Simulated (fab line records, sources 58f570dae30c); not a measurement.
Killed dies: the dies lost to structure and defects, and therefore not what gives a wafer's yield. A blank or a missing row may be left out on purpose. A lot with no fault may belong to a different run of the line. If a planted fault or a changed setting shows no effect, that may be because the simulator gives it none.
The same fault as seen by 2 desks	flow berkeley_cmos170	each desk has only its own numbers; what lay behind them comes last

== DESK OF THE TOOL OWNER: rie_diel-01 ==
The tool's own readings at UCB170_M2_ETCH_17 (etches BARC in N2/H2): means of the sampled wafers that have a number, for each lot that ran on this tool. If a lot's mean is further than 4 standard deviations from the usual mean, the lot is out of limits and carries the mark OUT (the distance appears in the brackets).
Columns: A = bias_w at UCB170_M2_ETCH_17, usual 100.0 W; B = drypump_motor_current_A at UCB170_M2_ETCH_17, usual 5.6 A; C = oes_product_au at UCB170_M2_ETCH_17, usual 0.994 a.u.; D = throttle_valve_pct at UCB170_M2_ETCH_17, usual 13.33 %
lot	first seen here	A	B	C	D
L675	day 11 10:21	100.2	5.4	0.975	13.38
L682	day 12 13:25	99.4	5.3	0.855 (-6.0) OUT	13.40
L681	day 12 16:00	100.1	5.0	0.840 (-6.7) OUT	13.36
This desk's verdict: out of limits on L681, L682, starting with L682 at day 12 13:25 (oes_product_au at UCB170_M2_ETCH_17). Within limits: L675.

== AT THE METROLOGY DESK ==
Means of the sampled wafers that have a number, per lot and without regard to the tool the lot ran on: this is what the gauges read. If a lot's mean is further than 4 standard deviations from the usual mean, the lot is out of limits and carries the mark OUT (the distance appears in the brackets).
Columns: A = cd_nm at UCB170_M2_CD_MEAS_15, usual 699.7 nm; B = M2_OVL at UCB170_M2_OVL_MEAS_16, usual -4 nm
lot	first seen here	A	B
L671	day 10 21:38	701.2	-1
L675	day 11 10:14	699.2	-10
L682	day 12 13:17	700.4	-7
L681	day 12 15:53	699.3	-4
L686	day 13 06:47	699.3	3
L687	day 13 13:40	702.0	-5
This desk found nothing out of limits on any of the 6 lots.

== TAKEN TOGETHER ==
The tool owner's desk had the chance to raise an alarm at day 12 13:25 on L681, L682.
Metrology desk: nothing out of limits seen.
The metrology desk holds a record of L681, L682, inside its limits.
Of the lots named, all ran UCB170_M2_ETCH_17 on rie_diel-01.

== WHAT WAS PUT IN BY THE SIMULATOR ==
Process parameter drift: rie_diel-01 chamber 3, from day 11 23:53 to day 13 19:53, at UCB170_M2_ETCH_17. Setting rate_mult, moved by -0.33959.
Struck lots among those shown: L681, L682.
Delay in hours, fault start to first out-of-limits reading, by desk: the tool owner's desk at 14.
